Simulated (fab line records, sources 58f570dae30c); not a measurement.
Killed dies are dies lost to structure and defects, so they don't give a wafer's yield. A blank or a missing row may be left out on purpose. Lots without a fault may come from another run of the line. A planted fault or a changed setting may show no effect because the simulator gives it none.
One fault seen from 2 desks | flow berkeley_cmos170 | each desk has only its own numbers; what lay behind them comes last

THE TOOL OWNER'S DESK: krf_scanner-02
The tool's own readings at UCB170_CONTACT_EXPOSE_12 (exposes mask CONT, target cd 700 nm): means of the sampled wafers that have a number, for each lot that ran on this tool. A lot is out of limits, marked OUT, if its mean lies more than 4 standard deviations from the usual mean; the brackets give that distance.
Columns: A = reticle_temp_C at UCB170_CONTACT_EXPOSE_12, usual 23.00 C; B = stage_vel_mm_s at UCB170_CONTACT_EXPOSE_12, usual 500.00 mm/s
lot  | first seen here | A     | B
L416 | day 8 15:50     | 23.06 | 499.95
L414 | day 8 17:23     | 22.96 | 499.83
L415 | day 8 17:31     | 23.06 | 499.98
L420 | day 9 17:25     | 22.87 | 500.01
L423 | day 9 19:58     | 23.08 | 500.04
L426 | day 11 00:55    | 22.98 | 499.83
L429 | day 11 06:12    | 23.04 | 499.88
L431 | day 11 18:07    | 23.09 | 500.15
This desk's finding: nothing out of limits on any of the 8 lots.

THE METROLOGY DESK
What the gauges read, lot by lot, whatever tool the lot ran on: means of the sampled wafers that have a number. A lot is out of limits, marked OUT, if its mean lies more than 4 standard deviations from the usual mean; the brackets give that distance.
Columns: A = CONTACT_PSG_THK at UCB170_CONTACT_THK_MEAS_02, usual 685 nm; B = CONTACT_OVL at UCB170_CONTACT_OVL_MEAS_16, usual -3 nm
lot  | first seen here | A   | B
L416 | day 8 14:04     | 682 | -2
L417 | day 8 14:19     | 683 | -1
L414 | day 8 15:52     | 686 | 4
L415 | day 8 15:52     | 684 | 2
L420 | day 9 16:06     | 680 | -10
L419 | day 9 16:34     | 672 | 2
L421 | day 9 17:52     | 692 | 4
L418 | day 9 17:55     | 680 | -7
L423 | day 9 17:56     | 685 | 1
L425 | day 10 18:55    | 681 | -3
L426 | day 10 22:57    | 694 | 257 (+50) OUT
L429 | day 11 04:53    | 685 | 257 (+50) OUT
L427 | day 11 06:40    | 690 | -6
L431 | day 11 16:41    | 673 | 255 (+50) OUT
L434 | day 12 17:25    | 686 | 5
This desk's finding: out of limits on L426, L429, L431; first on L426, day 11 01:26 (CONTACT_OVL at UCB170_CONTACT_OVL_MEAS_16). In limits: L416, L417, L414, L415, L420, L419, L421, L418, L423, L425, L427, L434.

PUT TOGETHER
The metrology desk could have raised an alarm at day 11 01:26, on L426, L429, L431.
The tool owner's desk saw nothing out of limits.
The tool owner's desk has L426, L429, L431 on record, within its limits.
Of the lots named, all ran UCB170_CONTACT_EXPOSE_12 on krf_scanner-02.

WHAT THE SIMULATOR HAD PUT IN
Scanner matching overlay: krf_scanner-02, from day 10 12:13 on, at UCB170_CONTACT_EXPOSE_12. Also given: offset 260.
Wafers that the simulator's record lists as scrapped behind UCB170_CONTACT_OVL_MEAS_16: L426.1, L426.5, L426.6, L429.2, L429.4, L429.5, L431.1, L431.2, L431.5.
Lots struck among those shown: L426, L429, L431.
Hours from the fault's start to each desk's first reading out of limits: the metrology desk, 13.
